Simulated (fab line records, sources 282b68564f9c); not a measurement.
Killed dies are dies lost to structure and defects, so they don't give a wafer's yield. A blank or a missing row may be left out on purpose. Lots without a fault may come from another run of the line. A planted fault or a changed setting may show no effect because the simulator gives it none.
A struck lot beside a sound one | flow rit_cmos | 15 steps out of a route of 202
Sound: wafers L586.1, L586.3, L586.5. Struck: wafers L582.1, L582.2, L582.4. The cause comes at the end.
At each step with rows: each side's tool, then ch and its chambers, then its first start. Under that, the readings that differ: sound wafers | struck wafers | difference of the means | sigmas: that difference in standard deviations of wafers without a fault.
alike: readings whose means differ by less than 2 such deviations, and words and numbers that are the same on both sides. not compared: withheld readings, readings that some wafer has no value for, bounds like >300 that may hide the same value, and numbers for which the record gives no deviation and whose values overlap.
The two part at a step that has a row with sigmas, a row that says differs or no value, or rows on one side only. Numbers that don't overlap but have no deviation are shown without sigmas and don't part them. A reading that every wafer of one side lacks parts them only if that side has two wafers or more.

RIT_ACTIVE_BOW_MEAS_00:
  sound on film_metro-02, day 5 04:00; struck on film_metro-02, day 4 08:00
  alike: INCOMING_BOW
then, 1 step without rows for these wafers: RIT_ACTIVE_OXIDATION_01 (target thk 46.8 nm, ox time 3360 s).
RIT_ACTIVE_THK_MEAS_02:
  sound on film_metro-04, day 5 06:22; struck on film_metro-02, day 4 11:01
  alike: ACTIVE_OXIDE_THK
then, 1 step without rows for these wafers: RIT_ACTIVE_CVD_03 (deposits Si3N4 from SiH2Cl2/NH3, target thk 150 nm, time 1500 s).
RIT_ACTIVE_THK_MEAS_04:
  sound on film_metro-04, day 5 08:34; struck on film_metro-03, day 4 12:29
  alike: ACTIVE_NITRIDE_THK
then, 1 step without rows for these wafers: RIT_ACTIVE_HMDS_05 (prime time 60 s).
RIT_ACTIVE_COAT_06: resist thk 1000 nm.
  sound on litho_track-01 ch 0, day 5 08:46; struck on litho_track-04 ch 0, day 4 12:42
  reading                                     | sound             | struck            | difference | sigmas
  chill_plate_temp_C (C)                      | 23.12 23.18 23.33 | 22.87 23.14 22.81 | -0.27      | -2
  model.NOVOLAK_of_ACTIVE_COAT_06.thk_nm (nm) | 1006 1005 1005    | 1285 1284 1285    | +279       |
  alike: dispense_pressure_kPa, resist_line_temp_C
then, 3 steps without rows for these wafers: RIT_ACTIVE_SOFTBAKE_07 (time 60 s); RIT_ACTIVE_EXPOSE_08 (exposes mask M1, target cd 1400 nm); RIT_ACTIVE_PEB_09.
RIT_ACTIVE_DEVELOP_10: develop time 52.49 s.
  sound on litho_track-02 ch 0; struck on litho_track-04 ch 0
  reading                 | sound          | struck         | difference | sigmas
  model.ACTIVE.cd_nm (nm) | 1399 1400 1401 | 1420 1419 1421 | +20        |
  alike: chill_plate_temp_C, resist_line_temp_C
RIT_ACTIVE_CD_MEAS_11: target cd 1400 nm.
  sound on cd_sem-02, day 5 09:38; struck on cd_sem-02, day 4 13:24
  reading    | sound                | struck               | difference | sigmas
  cd_nm (nm) | 1398.7 1400.0 1400.8 | 1419.7 1419.4 1421.2 | +20.3      | +9
then, 1 step without rows for these wafers: RIT_ACTIVE_HARDBAKE_12 (time 60 s).
RIT_ACTIVE_ETCH_13: etches Si3N4 in SF6, stops on SiO2, time 210 s, target depth 210 nm.
  sound on rie_diel-02 ch 0,1, day 5 09:55; struck on rie_diel-02 ch 0,2,3, day 4 13:40
  reading                                     | sound             | struck            | difference | sigmas
  model.NOVOLAK_of_ACTIVE_COAT_06.thk_nm (nm) | 658.9 664.9 664.3 | 906.2 908.4 900.8 | +242.4     |
  model.ACTIVE.cd_nm (nm)                     | 1399 1400 1401    | 1420 1419 1421    | +20        |
  alike: SF6_flow_sccm, drypump_motor_current_A, oes_product_au, throttle_valve_pct
  not compared: rf_hours_counter_h
RIT_ACTIVE_STRIP_14: strips in O2, time 180 s.
  sound on plasma_asher-03 ch 0,1, day 5 10:02; struck on plasma_asher-03 ch 0,1, day 4 13:48
  alike: drypump_motor_current_A
  not compared: rf_hours_counter_h

WHERE THEY PART
First at RIT_ACTIVE_COAT_06; last, within this record, at RIT_ACTIVE_CD_MEAS_11. Later steps at which nothing parts them and some readings are alike: RIT_ACTIVE_ETCH_13, RIT_ACTIVE_STRIP_14.

WHY: what the simulator had put in
Process parameter drift: litho_track-04, from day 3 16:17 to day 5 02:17, at RIT_ACTIVE_COAT_06. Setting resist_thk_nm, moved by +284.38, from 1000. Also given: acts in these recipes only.
